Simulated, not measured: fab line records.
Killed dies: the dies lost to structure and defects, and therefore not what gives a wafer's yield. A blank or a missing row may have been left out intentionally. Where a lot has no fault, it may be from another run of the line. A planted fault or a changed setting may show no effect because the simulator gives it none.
fab line records || flow rit-cmos
record {"lots": 14, "wafers": 42, "last-day": 7}
route steps=202 shown NSD@133 M1@202
lots that met no fault: from a run of the same line without faults
start-h: hours from the record's opening day to when the first of the lot's shown wafers began || wait-h: time in hours since the lot's previous step || " repeats the value in the row above || L1.1+2: one row covering several wafers at once || - no value, or no start given || * or withheld: withheld || < > ~ a bound
route shown NAME@n: a module of which the file shows steps, and the number in the route of the first || usual: mean/standard deviation taken from wafers without a fault || same: alike in all rows || chamber/n: place in a boat || sites: the reading at each site || _std_site: the values' standard deviation || _edge_site: mean of outer sites minus mean of inner sites || radius-mm: how far each site lies from the wafer's centre || mask NAME#n: copy n || behind: the last tool/chamber to shape the wafer || hold: what put the lot on hold/how long, in hours/how the hold closed || device: which transistor (n, p or np) failed to switch || end of line: at the end of the route, the tests of the same wafers || where a step has no rows: the recipe by itself || killed: dies lost to structure and defects at the first sort, not the wafer's yield || map: a wafer's dies, marking killed ones x, the rest . and places with no die _
set.NAME: the setting as run; set.NAME@STEP: as run at that earlier step || model.NAME: the simulator's own value behind a step, which no gauge read
steps of the route over a sample of lots; a table a step, a row a wafer
## steps
# step RIT_NSD_SOFTBAKE_02
# recipe {"resist": "NOVOLAK", "temp-c": 90, "time-s": 60}
# usual {"run-length-s": "89.33/0.14"}
{"lot.wafer": "L375.2", "tool": "litho-track-02", "chamber": 0, "start-h": 52.80, "wait-h": 0.1, "run-length-s": 89.73}
{"lot.wafer": "L375.5", "tool": "litho-track-02", "chamber": 0, "start-h": 52.80, "wait-h": 0.1, "run-length-s": 89.49}
{"lot.wafer": "L375.6", "tool": "litho-track-02", "chamber": 0, "start-h": 52.80, "wait-h": 0.1, "run-length-s": 89.48}
{"lot.wafer": "L376.2", "tool": "litho-track-02", "chamber": 0, "start-h": 56.76, "wait-h": 0.1, "run-length-s": 89.60}
{"lot.wafer": "L376.4", "tool": "litho-track-02", "chamber": 0, "start-h": 56.76, "wait-h": 0.1, "run-length-s": 89.51}
{"lot.wafer": "L376.5", "tool": "litho-track-02", "chamber": 0, "start-h": 56.76, "wait-h": 0.1, "run-length-s": 89.50}
{"lot.wafer": "L378.1", "tool": "litho-track-04", "chamber": 0, "start-h": 67.76, "wait-h": 0.1, "run-length-s": 89.22}
{"lot.wafer": "L378.4", "tool": "litho-track-04", "chamber": 0, "start-h": 67.76, "wait-h": 0.1, "run-length-s": 89.43}
{"lot.wafer": "L378.6", "tool": "litho-track-04", "chamber": 0, "start-h": 67.76, "wait-h": 0.1, "run-length-s": 89.23}
{"lot.wafer": "L381.2", "tool": "litho-track-03", "chamber": 0, "start-h": 83.19, "wait-h": 0.1, "run-length-s": 89.21}
{"lot.wafer": "L381.3", "tool": "litho-track-03", "chamber": 0, "start-h": 83.19, "wait-h": 0.1, "run-length-s": 89.38}
{"lot.wafer": "L381.4", "tool": "litho-track-03", "chamber": 0, "start-h": 83.19, "wait-h": 0.1, "run-length-s": 89.42}
{"lot.wafer": "L382.1", "tool": "litho-track-02", "chamber": 0, "start-h": 91.60, "wait-h": 0.1, "run-length-s": 89.57}
{"lot.wafer": "L382.3", "tool": "litho-track-02", "chamber": 0, "start-h": 91.60, "wait-h": 0.1, "run-length-s": 89.41}
{"lot.wafer": "L382.4", "tool": "litho-track-02", "chamber": 0, "start-h": 91.60, "wait-h": 0.1, "run-length-s": 89.47}
{"lot.wafer": "L383.1", "tool": "litho-track-04", "chamber": 0, "start-h": 92.64, "wait-h": 0.1, "run-length-s": 89.42}
{"lot.wafer": "L383.2", "tool": "litho-track-04", "chamber": 0, "start-h": 92.64, "wait-h": 0.1, "run-length-s": 89.16}
{"lot.wafer": "L383.6", "tool": "litho-track-04", "chamber": 0, "start-h": 92.64, "wait-h": 0.1, "run-length-s": 89.15}
{"lot.wafer": "L384.2", "tool": "litho-track-04", "chamber": 0, "start-h": 103.07, "wait-h": 0.1, "run-length-s": 89.17}
{"lot.wafer": "L384.4", "tool": "litho-track-04", "chamber": 0, "start-h": 103.07, "wait-h": 0.1, "run-length-s": 89.36}
{"lot.wafer": "L384.6", "tool": "litho-track-04", "chamber": 0, "start-h": 103.07, "wait-h": 0.1, "run-length-s": 89.21}
{"lot.wafer": "L387.2", "tool": "litho-track-03", "chamber": 0, "start-h": 113.13, "wait-h": 0.1, "run-length-s": 89.19}
{"lot.wafer": "L387.4", "tool": "litho-track-03", "chamber": 0, "start-h": 113.13, "wait-h": 0.1, "run-length-s": 89.42}
{"lot.wafer": "L387.5", "tool": "litho-track-03", "chamber": 0, "start-h": 113.13, "wait-h": 0.1, "run-length-s": 89.32}
{"lot.wafer": "L389.1", "tool": "litho-track-04", "chamber": 0, "start-h": 125.48, "wait-h": 0.1, "run-length-s": 89.23}
{"lot.wafer": "L389.2", "tool": "litho-track-04", "chamber": 0, "start-h": 125.48, "wait-h": 0.1, "run-length-s": 89.27}
{"lot.wafer": "L389.5", "tool": "litho-track-04", "chamber": 0, "start-h": 125.48, "wait-h": 0.1, "run-length-s": 89.39}
{"lot.wafer": "L390.1", "tool": "litho-track-04", "chamber": 0, "start-h": 134.19, "wait-h": 0.1, "run-length-s": 89.16}
{"lot.wafer": "L390.3", "tool": "litho-track-04", "chamber": 0, "start-h": 134.19, "wait-h": 0.1, "run-length-s": 89.27}
{"lot.wafer": "L390.6", "tool": "litho-track-04", "chamber": 0, "start-h": 134.19, "wait-h": 0.1, "run-length-s": 89.12}
{"lot.wafer": "L391.2", "tool": "litho-track-02", "chamber": 0, "start-h": 136.61, "wait-h": 0.1, "run-length-s": 89.64}
{"lot.wafer": "L391.5", "tool": "litho-track-02", "chamber": 0, "start-h": 136.61, "wait-h": 0.1, "run-length-s": 89.43}
{"lot.wafer": "L391.6", "tool": "litho-track-02", "chamber": 0, "start-h": 136.61, "wait-h": 0.1, "run-length-s": 89.51}
{"lot.wafer": "L392.2", "tool": "litho-track-02", "chamber": 0, "start-h": 140.23, "wait-h": 0.1, "run-length-s": 92.77}
{"lot.wafer": "L392.4", "tool": "litho-track-02", "chamber": 0, "start-h": 140.23, "wait-h": 0.1, "run-length-s": 92.63}
{"lot.wafer": "L392.5", "tool": "litho-track-02", "chamber": 0, "start-h": 140.23, "wait-h": 0.1, "run-length-s": 92.66}
{"lot.wafer": "L394.1", "tool": "litho-track-02", "chamber": 0, "start-h": 151.79, "wait-h": 0.1, "run-length-s": 92.65}
{"lot.wafer": "L394.2", "tool": "litho-track-02", "chamber": 0, "start-h": 151.79, "wait-h": 0.1, "run-length-s": 92.76}
{"lot.wafer": "L394.3", "tool": "litho-track-02", "chamber": 0, "start-h": 151.79, "wait-h": 0.1, "run-length-s": 92.58}
{"lot.wafer": "L396.1", "tool": "litho-track-03", "chamber": 0, "start-h": 160.83, "wait-h": 0.1, "run-length-s": 89.25}
{"lot.wafer": "L396.2", "tool": "litho-track-03", "chamber": 0, "start-h": 160.83, "wait-h": 0.1, "run-length-s": 89.21}
{"lot.wafer": "L396.5", "tool": "litho-track-03", "chamber": 0, "start-h": 160.83, "wait-h": 0.1, "run-length-s": 89.23}
# step RIT_M1_PROBE_99
# usual {"killed_at_M0_to_M3": "0.0/0.12", "killed-at-front-end": "7.1/3", "killed-dies": "7.2/3", "killed-open": "3.7/2", "killed-short": "3.5/2"}
# same {"gross-dies": 264, "killed_at_M4_up": 0, "killed-at-back-side": 0, "killed-at-contacts": 0, "killed-at-other": 0}
{"lot.wafer": "L375.2", "tool": "prober-02", "chamber": "-", "start-h": 64.63, "wait-h": 0.1, "killed_at_M0_to_M3": 0, "killed-at-front-end": 11, "killed-dies": 11, "killed-open": 6, "killed-short": 5}
{"lot.wafer": "L375.5", "tool": "prober-02", "chamber": "-", "start-h": 64.78, "wait-h": 0.2, "killed_at_M0_to_M3": 0, "killed-at-front-end": 8, "killed-dies": 8, "killed-open": 4, "killed-short": 4}
{"lot.wafer": "L375.6", "tool": "prober-02", "chamber": "-", "start-h": 64.83, "wait-h": 0.2, "killed_at_M0_to_M3": 0, "killed-at-front-end": 10, "killed-dies": 10, "killed-open": 8, "killed-short": 2}
{"lot.wafer": "L376.2", "tool": "prober-01", "chamber": "-", "start-h": 67.72, "wait-h": 0.1, "killed_at_M0_to_M3": 0, "killed-at-front-end": 6, "killed-dies": 6, "killed-open": 4, "killed-short": 2}
{"lot.wafer": "L376.4", "tool": "prober-01", "chamber": "-", "start-h": 67.82, "wait-h": 0.2, "killed_at_M0_to_M3": 0, "killed-at-front-end": 5, "killed-dies": 5, "killed-open": 3, "killed-short": 2}
{"lot.wafer": "L376.5", "tool": "prober-01", "chamber": "-", "start-h": 67.87, "wait-h": 0.2, "killed_at_M0_to_M3": 0, "killed-at-front-end": 4, "killed-dies": 4, "killed-open": 2, "killed-short": 2}
{"lot.wafer": "L378.1", "tool": "prober-01", "chamber": "-", "start-h": 78.58, "wait-h": 0.1, "killed_at_M0_to_M3": 0, "killed-at-front-end": 6, "killed-dies": 6, "killed-open": 4, "killed-short": 2}
{"lot.wafer": "L378.4", "tool": "prober-01", "chamber": "-", "start-h": 78.73, "wait-h": 0.2, "killed_at_M0_to_M3": 0, "killed-at-front-end": 8, "killed-dies": 8, "killed-open": 5, "killed-short": 3}
{"lot.wafer": "L378.6", "tool": "prober-01", "chamber": "-", "start-h": 78.83, "wait-h": 0.2, "killed_at_M0_to_M3": 0, "killed-at-front-end": 6, "killed-dies": 6, "killed-open": 3, "killed-short": 3}
{"lot.wafer": "L381.2", "tool": "prober-02", "chamber": "-", "start-h": 94.89, "wait-h": 0.1, "killed_at_M0_to_M3": 0, "killed-at-front-end": 7, "killed-dies": 7, "killed-open": 1, "killed-short": 6}
{"lot.wafer": "L381.3", "tool": "prober-02", "chamber": "-", "start-h": 94.94, "wait-h": 0.2, "killed_at_M0_to_M3": 0, "killed-at-front-end": 1, "killed-dies": 1, "killed-open": 0, "killed-short": 1}
{"lot.wafer": "L381.4", "tool": "prober-02", "chamber": "-", "start-h": 94.99, "wait-h": 0.2, "killed_at_M0_to_M3": 0, "killed-at-front-end": 5, "killed-dies": 5, "killed-open": 2, "killed-short": 3}
{"lot.wafer": "L382.1", "tool": "prober-01", "chamber": "-", "start-h": 102.77, "wait-h": 0.1, "killed_at_M0_to_M3": 0, "killed-at-front-end": 8, "killed-dies": 8, "killed-open": 4, "killed-short": 4}
{"lot.wafer": "L382.3", "tool": "prober-01", "chamber": "-", "start-h": 102.87, "wait-h": 0.2, "killed_at_M0_to_M3": 0, "killed-at-front-end": 8, "killed-dies": 8, "killed-open": 5, "killed-short": 3}
{"lot.wafer": "L382.4", "tool": "prober-01", "chamber": "-", "start-h": 102.92, "wait-h": 0.2, "killed_at_M0_to_M3": 0, "killed-at-front-end": 5, "killed-dies": 5, "killed-open": 3, "killed-short": 2}
{"lot.wafer": "L383.1", "tool": "prober-02", "chamber": "-", "start-h": 106.70, "wait-h": 0.1, "killed_at_M0_to_M3": 0, "killed-at-front-end": 12, "killed-dies": 12, "killed-open": 3, "killed-short": 9}
{"lot.wafer": "L383.2", "tool": "prober-02", "chamber": "-", "start-h": 106.75, "wait-h": 0.1, "killed_at_M0_to_M3": 0, "killed-at-front-end": 7, "killed-dies": 7, "killed-open": 5, "killed-short": 2}
{"lot.wafer": "L383.6", "tool": "prober-02", "chamber": "-", "start-h": 106.95, "wait-h": 0.2, "killed_at_M0_to_M3": 0, "killed-at-front-end": 8, "killed-dies": 8, "killed-open": 6, "killed-short": 2}
{"lot.wafer": "L384.2", "tool": "prober-01", "chamber": "-", "start-h": 113.91, "wait-h": 0.1, "killed_at_M0_to_M3": 0, "killed-at-front-end": 12, "killed-dies": 12, "killed-open": 5, "killed-short": 6}
{"lot.wafer": "L384.4", "tool": "prober-01", "chamber": "-", "start-h": 114.01, "wait-h": 0.2, "killed_at_M0_to_M3": 0, "killed-at-front-end": 2, "killed-dies": 2, "killed-open": 0, "killed-short": 2}
{"lot.wafer": "L384.6", "tool": "prober-01", "chamber": "-", "start-h": 114.11, "wait-h": 0.2, "killed_at_M0_to_M3": 0, "killed-at-front-end": 4, "killed-dies": 4, "killed-open": 2, "killed-short": 2}
{"lot.wafer": "L387.2", "tool": "prober-02", "chamber": "-", "start-h": 124.44, "wait-h": 0.1, "killed_at_M0_to_M3": 0, "killed-at-front-end": 6, "killed-dies": 6, "killed-open": 2, "killed-short": 4}
{"lot.wafer": "L387.4", "tool": "prober-02", "chamber": "-", "start-h": 124.54, "wait-h": 0.2, "killed_at_M0_to_M3": 0, "killed-at-front-end": 10, "killed-dies": 10, "killed-open": 5, "killed-short": 5}
{"lot.wafer": "L387.5", "tool": "prober-02", "chamber": "-", "start-h": 124.59, "wait-h": 0.2, "killed_at_M0_to_M3": 0, "killed-at-front-end": 6, "killed-dies": 6, "killed-open": 3, "killed-short": 3}
{"lot.wafer": "L389.1", "tool": "prober-02", "chamber": "-", "start-h": 138.69, "wait-h": 0.1, "killed_at_M0_to_M3": 0, "killed-at-front-end": 6, "killed-dies": 6, "killed-open": 4, "killed-short": 2}
{"lot.wafer": "L389.2", "tool": "prober-02", "chamber": "-", "start-h": 138.74, "wait-h": 0.1, "killed_at_M0_to_M3": 0, "killed-at-front-end": 6, "killed-dies": 6, "killed-open": 5, "killed-short": 1}
{"lot.wafer": "L389.5", "tool": "prober-02", "chamber": "-", "start-h": 138.89, "wait-h": 0.2, "killed_at_M0_to_M3": 0, "killed-at-front-end": 7, "killed-dies": 7, "killed-open": 4, "killed-short": 3}
{"lot.wafer": "L390.1", "tool": "prober-01", "chamber": "-", "start-h": 144.94, "wait-h": 0.1, "killed_at_M0_to_M3": 0, "killed-at-front-end": 12, "killed-dies": 12, "killed-open": 5, "killed-short": 7}
{"lot.wafer": "L390.3", "tool": "prober-01", "chamber": "-", "start-h": 145.04, "wait-h": 0.2, "killed_at_M0_to_M3": 0, "killed-at-front-end": 9, "killed-dies": 9, "killed-open": 5, "killed-short": 4}
{"lot.wafer": "L390.6", "tool": "prober-01", "chamber": "-", "start-h": 145.19, "wait-h": 0.2, "killed_at_M0_to_M3": 0, "killed-at-front-end": 10, "killed-dies": 10, "killed-open": 4, "killed-short": 6}
{"lot.wafer": "L391.2", "tool": "prober-02", "chamber": "-", "start-h": 148.40, "wait-h": 0.1, "killed_at_M0_to_M3": 0, "killed-at-front-end": 7, "killed-dies": 7, "killed-open": 4, "killed-short": 3}
{"lot.wafer": "L391.5", "tool": "prober-02", "chamber": "-", "start-h": 148.55, "wait-h": 0.2, "killed_at_M0_to_M3": 0, "killed-at-front-end": 3, "killed-dies": 3, "killed-open": 2, "killed-short": 1}
{"lot.wafer": "L391.6", "tool": "prober-02", "chamber": "-", "start-h": 148.60, "wait-h": 0.2, "killed_at_M0_to_M3": 0, "killed-at-front-end": 7, "killed-dies": 7, "killed-open": 3, "killed-short": 4}
{"lot.wafer": "L392.2", "tool": "prober-01", "chamber": "-", "start-h": 151.11, "wait-h": 0.1, "killed_at_M0_to_M3": 0, "killed-at-front-end": 3, "killed-dies": 3, "killed-open": 3, "killed-short": 0}
{"lot.wafer": "L392.4", "tool": "prober-01", "chamber": "-", "start-h": 151.21, "wait-h": 0.2, "killed_at_M0_to_M3": 0, "killed-at-front-end": 9, "killed-dies": 9, "killed-open": 4, "killed-short": 5}
{"lot.wafer": "L392.5", "tool": "prober-01", "chamber": "-", "start-h": 151.26, "wait-h": 0.2, "killed_at_M0_to_M3": 0, "killed-at-front-end": 5, "killed-dies": 5, "killed-open": 4, "killed-short": 1}
{"lot.wafer": "L394.1", "tool": "prober-01", "chamber": "-", "start-h": 163.64, "wait-h": 0.1, "killed_at_M0_to_M3": 0, "killed-at-front-end": 9, "killed-dies": 9, "killed-open": 6, "killed-short": 3}
{"lot.wafer": "L394.2", "tool": "prober-01", "chamber": "-", "start-h": 163.69, "wait-h": 0.1, "killed_at_M0_to_M3": 0, "killed-at-front-end": 8, "killed-dies": 8, "killed-open": 1, "killed-short": 7}
{"lot.wafer": "L394.3", "tool": "prober-01", "chamber": "-", "start-h": 163.74, "wait-h": 0.2, "killed_at_M0_to_M3": 0, "killed-at-front-end": 10, "killed-dies": 10, "killed-open": 3, "killed-short": 7}
{"lot.wafer": "L396.1", "tool": "prober-01", "chamber": "-", "start-h": 171.55, "wait-h": 0.1, "killed_at_M0_to_M3": 1, "killed-at-front-end": 6, "killed-dies": 7, "killed-open": 4, "killed-short": 3}
{"lot.wafer": "L396.2", "tool": "prober-01", "chamber": "-", "start-h": 171.60, "wait-h": 0.1, "killed_at_M0_to_M3": 0, "killed-at-front-end": 9, "killed-dies": 9, "killed-open": 6, "killed-short": 3}
{"lot.wafer": "L396.5", "tool": "prober-01", "chamber": "-", "start-h": 171.75, "wait-h": 0.2, "killed_at_M0_to_M3": 0, "killed-at-front-end": 7, "killed-dies": 7, "killed-open": 5, "killed-short": 2}
# killed by level:class
L375.2 GATE:geometric-particle:short=3 GATE:geometric-particle:open=3 FOX1:geometric-particle:open=2 FOX1:geometric-particle:short=2 SPACER:geometric-particle:open=1
L375.5 GATE:geometric-particle:short=2 FOX1:geometric-particle:short=1 FOX1:geometric-particle:open=1 GATE:geometric-particle:open=1 REOX:geometric-particle:open=1 SPACER:geometric-particle:open=1 SILICIDE:geometric-particle:short=1
L375.6 GATE:geometric-particle:open=3 FOX1:geometric-particle:open=2 SPACER:geometric-particle:open=2 FOX1:geometric-particle:short=1 FOX2:geometric-particle:open=1 SPACER:geometric-particle:short=1
L376.2 GATE:geometric-particle:open=2 FOX2:geometric-particle:open=1 SPACER:geometric-particle:short=1 SILICIDE:geometric-particle:open=1 SILICIDE:geometric-particle:short=1
L376.4 GATE:geometric-particle:open=2 FOX2:geometric-particle:short=1 SPACER:geometric-particle:open=1 SILICIDE:geometric-particle:short=1
L376.5 GATE:geometric-particle:open=2 FOX1:geometric-particle:short=1 GATE:geometric-particle:short=1
L378.1 GATE:geometric-particle:short=2 GATE:geometric-particle:open=2 SILICIDE:geometric-particle:open=2
L378.4 GATE:geometric-particle:open=4 GATE:geometric-particle:short=3 REOX:geometric-particle:open=1
L378.6 GATE:geometric-particle:short=3 FOX1:geometric-particle:open=1 GATE:geometric-particle:open=1 SPACER:geometric-particle:open=1
L381.2 FOX2:geometric-particle:short=2 GATE:geometric-particle:short=2 GATE:geometric-particle:open=1 REOX:geometric-particle:short=1 SILICIDE:geometric-particle:short=1
L381.3 FOX1:geometric-particle:short=1
L381.4 GATE:geometric-particle:short=2 FOX1:geometric-particle:open=1 FOX2:geometric-particle:short=1 GATE:geometric-particle:open=1
L382.1 REOX:geometric-particle:open=3 GATE:geometric-particle:short=1 GATE:geometric-particle:open=1 REOX:geometric-particle:short=1 SPACER:geometric-particle:short=1 SILICIDE:geometric-particle:short=1
L382.3 REOX:geometric-particle:open=2 FOX1:geometric-particle:short=1 GATE:geometric-particle:open=1 GATE:geometric-particle:short=1 REOX:geometric-particle:short=1 SPACER:geometric-particle:open=1 SILICIDE:geometric-particle:open=1
L382.4 SPACER:geometric-particle:open=2 FOX1:geometric-particle:open=1 GATE:geometric-particle:short=1 REOX:geometric-particle:short=1
L383.1 GATE:geometric-particle:short=2 REOX:geometric-particle:short=2 SPACER:geometric-particle:short=2 FOX1:geometric-particle:open=1 FOX1:geometric-particle:short=1 FOX2:geometric-particle:short=1 REOX:geometric-particle:open=1 SILICIDE:geometric-particle:open=1
L383.2 SPACER:geometric-particle:open=2 FOX1:geometric-particle:open=1 GATE:geometric-particle:short=1 GATE:geometric-particle:open=1 REOX:geometric-particle:short=1 REOX:geometric-particle:open=1
L383.6 FOX2:geometric-particle:open=2 REOX:geometric-particle:open=2 GATE:geometric-particle:open=1 GATE:geometric-particle:short=1 REOX:geometric-particle:short=1 SPACER:geometric-particle:open=1
L384.2 GATE:geometric-particle:short=3 GATE:geometric-particle:open=2 FOX1:geometric-particle:open=1 FOX1:geometric-particle:short=1 REOX:geometric-particle:open=1 SPACER:geometric-particle:open=1 SPACER:geometric-particle:short=1 SILICIDE:geometric-particle:short=1
L384.4 FOX2:geometric-particle:short=1 REOX:geometric-particle:short=1
L384.6 GATE:geometric-particle:open=2 GATE:geometric-particle:short=2
L387.2 GATE:geometric-particle:short=2 SPACER:geometric-particle:short=2 GATE:geometric-particle:open=1 SILICIDE:geometric-particle:open=1
L387.4 REOX:geometric-particle:short=3 GATE:geometric-particle:short=2 REOX:geometric-particle:open=2 FOX1:geometric-particle:open=1 FOX2:geometric-particle:open=1 GATE:geometric-particle:open=1
L387.5 GATE:geometric-particle:open=2 FOX1:geometric-particle:short=1 GATE:geometric-particle:short=1 REOX:geometric-particle:short=1 SILICIDE:geometric-particle:open=1
L389.1 GATE:geometric-particle:open=2 SPACER:geometric-particle:short=2 REOX:geometric-particle:open=1 SILICIDE:geometric-particle:open=1
L389.2 REOX:geometric-particle:open=2 GATE:geometric-particle:open=1 REOX:geometric-particle:short=1 SPACER:geometric-particle:open=1 SILICIDE:geometric-particle:open=1
L389.5 GATE:geometric-particle:open=3 FOX1:geometric-particle:short=1 REOX:geometric-particle:open=1 SPACER:geometric-particle:short=1 SILICIDE:geometric-particle:short=1
L390.1 FOX1:geometric-particle:short=2 FOX2:geometric-particle:short=2 SPACER:geometric-particle:open=2 FOX2:geometric-particle:open=1 GATE:geometric-particle:open=1 GATE:geometric-particle:short=1 REOX:geometric-particle:open=1 REOX:geometric-particle:short=1
L390.3 FOX2:geometric-particle:open=2 GATE:geometric-particle:open=2 GATE:geometric-particle:short=2 FOX1:geometric-particle:open=1 FOX1:geometric-particle:short=1 SPACER:geometric-particle:short=1
L390.6 GATE:geometric-particle:short=5 GATE:geometric-particle:open=3 SPACER:geometric-particle:open=1 SPACER:geometric-particle:short=1
L391.2 GATE:geometric-particle:short=2 FOX2:geometric-particle:open=1 FOX2:geometric-particle:short=1 GATE:geometric-particle:open=1 SPACER:geometric-particle:open=1 SILICIDE:geometric-particle:open=1
L391.5 GATE:geometric-particle:short=1 REOX:geometric-particle:open=1 SILICIDE:geometric-particle:open=1
L391.6 SILICIDE:geometric-particle:short=2 FOX1:geometric-particle:open=1 FOX2:geometric-particle:open=1 REOX:geometric-particle:open=1 REOX:geometric-particle:short=1 SPACER:geometric-particle:short=1
L392.2 SILICIDE:geometric-particle:open=2 GATE:geometric-particle:open=1
L392.4 GATE:geometric-particle:open=3 REOX:geometric-particle:short=2 GATE:geometric-particle:short=1 REOX:geometric-particle:open=1 SPACER:geometric-particle:short=1 SILICIDE:geometric-particle:short=1
L392.5 FOX2:geometric-particle:open=1 GATE:geometric-particle:open=1 SPACER:geometric-particle:open=1 SPACER:geometric-particle:short=1 SILICIDE:geometric-particle:open=1
L394.1 SPACER:geometric-particle:open=3 GATE:geometric-particle:short=2 FOX2:geometric-particle:open=1 GATE:geometric-particle:open=1 REOX:geometric-particle:short=1 REOX:geometric-particle:open=1
L394.2 GATE:geometric-particle:short=4 FOX1:geometric-particle:short=2 GATE:geometric-particle:open=1 SPACER:geometric-particle:short=1
L394.3 FOX1:geometric-particle:short=3 GATE:geometric-particle:short=2 FOX2:geometric-particle:short=1 GATE:geometric-particle:open=1 REOX:geometric-particle:short=1 REOX:geometric-particle:open=1 SPACER:geometric-particle:open=1
L396.1 SILICIDE:geometric-particle:open=2 GATE:geometric-particle:short=1 GATE:geometric-particle:open=1 SPACER:geometric-particle:short=1 SPACER:geometric-particle:open=1 M1:geometric-particle:short=1
L396.2 GATE:geometric-particle:open=4 GATE:geometric-particle:short=2 REOX:geometric-particle:short=1 REOX:geometric-particle:open=1 SILICIDE:geometric-particle:open=1
L396.5 GATE:geometric-particle:open=4 GATE:geometric-particle:short=1 SPACER:geometric-particle:short=1 SILICIDE:geometric-particle:open=1
## key
first-sign {"step": "RIT_NSD_SOFTBAKE_02", "reading": "run-length-s", "direction": "up", "sigmas": 25, "usual": "*", "struck": "*"}
effect none on later readings
met-at RIT_NSD_SOFTBAKE_02
struck-lots L392,L394
tester-left-out L392,L394
onset-between 136.61 140.23
fault {"kind": "process-parameter-drift", "tool": "litho-track-02", "chamber": "-", "onset-h": 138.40, "steps": "RIT_NSD_SOFTBAKE_02", "channel": "time-s", "offset": "*", "shape": "step", "end-h": 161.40, "acts-in": "*", "stated": "*"}
# tester-left-out: of these lots the tester's yield and bins aren't shown, on N5 and GAA mostly nor the transistor test; their killed dies are dies lost to structure and defects alone, not to doping, threshold or leakage, so they don't give the yield
